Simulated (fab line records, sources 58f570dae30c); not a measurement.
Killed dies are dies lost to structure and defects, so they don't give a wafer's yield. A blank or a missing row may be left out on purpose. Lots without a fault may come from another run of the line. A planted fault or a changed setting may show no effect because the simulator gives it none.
Which tool did it? | flow berkeley_cmos170 | 7 lots, 21 wafers sampled, at 1 step of a route of 331

WHAT THE GAUGES READ, wafer by wafer
UCB170_NWELL_OVL_MEAS_12.
lot  | measured    | on         | NWELL_OVL (nm)
L403 | day 2 13:14 | overlay-02 | -2 -1 2
L404 | day 2 18:10 | overlay-02 | 1 -1 3
L406 | day 3 01:50 | overlay-01 | 3 5 6
L409 | day 4 04:02 | overlay-02 | -2 -5 -4
L418 | day 6 03:08 | overlay-01 | 17 8 10
L420 | day 6 08:55 | overlay-02 | 5 4 4
L423 | day 6 23:35 | overlay-01 | 3 5 -1

WHICH TOOL RAN EACH LOT (tool, then ch and the chambers of the sampled wafers, then the start)
The record holds no process step before these readings.

THE ANSWER, worked out from the rows above alone
Rule: what is usual is taken from the lots themselves. Put in order of their means at a reading, lots are off if they are a third of the lots or fewer, leave a main group of 4 or more, and stand apart from it by a gap of 3 or more times the standard deviation of the main group's means; of several such gaps the widest counts. A main group whose means are all the same, to the digits that the tables above print for the reading, isn't used. A lot without any number at a reading at which 4 lots or more have one is off too. The other lots that the step has rows for count as sound.
No lot is off at any reading shown: from this, nothing can be told.

WHAT THE SIMULATOR HAD PUT IN
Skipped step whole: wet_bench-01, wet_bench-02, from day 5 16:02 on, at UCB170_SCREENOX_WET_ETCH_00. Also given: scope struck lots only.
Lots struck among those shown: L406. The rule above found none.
